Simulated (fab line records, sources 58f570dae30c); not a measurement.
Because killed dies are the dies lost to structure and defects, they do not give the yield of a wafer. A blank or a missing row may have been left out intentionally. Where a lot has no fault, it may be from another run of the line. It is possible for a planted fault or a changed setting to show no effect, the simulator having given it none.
Chamber matching :: flow berkeleyCmos170 :: 3 sister chambers for UCB170_V1_CVD_00 on pecvd-01
The step deposits SiO2 from TEOS/O2, target thk 2000 nm, time 250 s. 14 wafers are shown with their chamber, then 7 later ones without.

WAFERS PAIRED WITH THEIR CHAMBERS
wafer: L463.1
chamber: 0
heaterPowerW (W): 173

wafer: L463.3
chamber: 1
heaterPowerW (W): 219

wafer: L463.4
chamber: 1
heaterPowerW (W): 282

wafer: L466.1
chamber: 0
heaterPowerW (W): 200

wafer: L466.3
chamber: 1
heaterPowerW (W): 283

wafer: L466.5
chamber: 1
heaterPowerW (W): 194

wafer: L468.2
chamber: 0
heaterPowerW (W): 165

wafer: L468.3
chamber: 1
heaterPowerW (W): 267

wafer: L468.5
chamber: 2
heaterPowerW (W): 198

wafer: L476.3
chamber: 1
heaterPowerW (W): 279

wafer: L476.5
chamber: 0
heaterPowerW (W): 201

wafer: L476.6
chamber: 2
heaterPowerW (W): 282

wafer: L481.1
chamber: 1
heaterPowerW (W): 271

wafer: L481.3
chamber: 0
heaterPowerW (W): 161

SIGNATURES, as means of the wafers listed above
reading: heaterPowerW
chamber 0: 180.00
chamber 1: 256.43
chamber 2: 240.00
scatter within a chamber: 33.7
Rule: a wafer lies at a distance from a chamber equal to the root of the sum of squares, over the readings, of (its reading less the chamber's mean, divided by the reading's scatter). If the next closest chamber is less than 2 further off than the closest, the wafer can't be placed; otherwise it belongs to the closest. The scatter: take each reading less its chamber's mean, square it, sum over the shown wafers, divide by the number of wafers less the number of chambers, and take the root.

WAFERS WHOSE CHAMBER IS MISSING
wafer: L481.6
heaterPowerW (W): 189

wafer: L485.1
heaterPowerW (W): 284

wafer: L485.2
heaterPowerW (W): 218

wafer: L485.6
heaterPowerW (W): 215

wafer: L486.3
heaterPowerW (W): 297

wafer: L486.4
heaterPowerW (W): 217

wafer: L486.6
heaterPowerW (W): 265

EACH ONE'S CHAMBER
wafer: L481.6
from the rows above: can't be placed: 0 or 2 or 1
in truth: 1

wafer: L485.1
from the rows above: can't be placed: 1 or 2
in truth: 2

wafer: L485.2
from the rows above: can't be placed: 2 or 0 or 1
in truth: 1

wafer: L485.6
from the rows above: can't be placed: 2 or 0 or 1
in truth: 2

wafer: L486.3
from the rows above: can't be placed: 1 or 2
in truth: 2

wafer: L486.4
from the rows above: can't be placed: 2 or 0 or 1
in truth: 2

wafer: L486.6
from the rows above: can't be placed: 1 or 2
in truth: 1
Correctly placed: 0 of 7. From these rows, 7 cannot be placed; in 7 the true chamber is one of the candidates. Placed wrongly: 0.
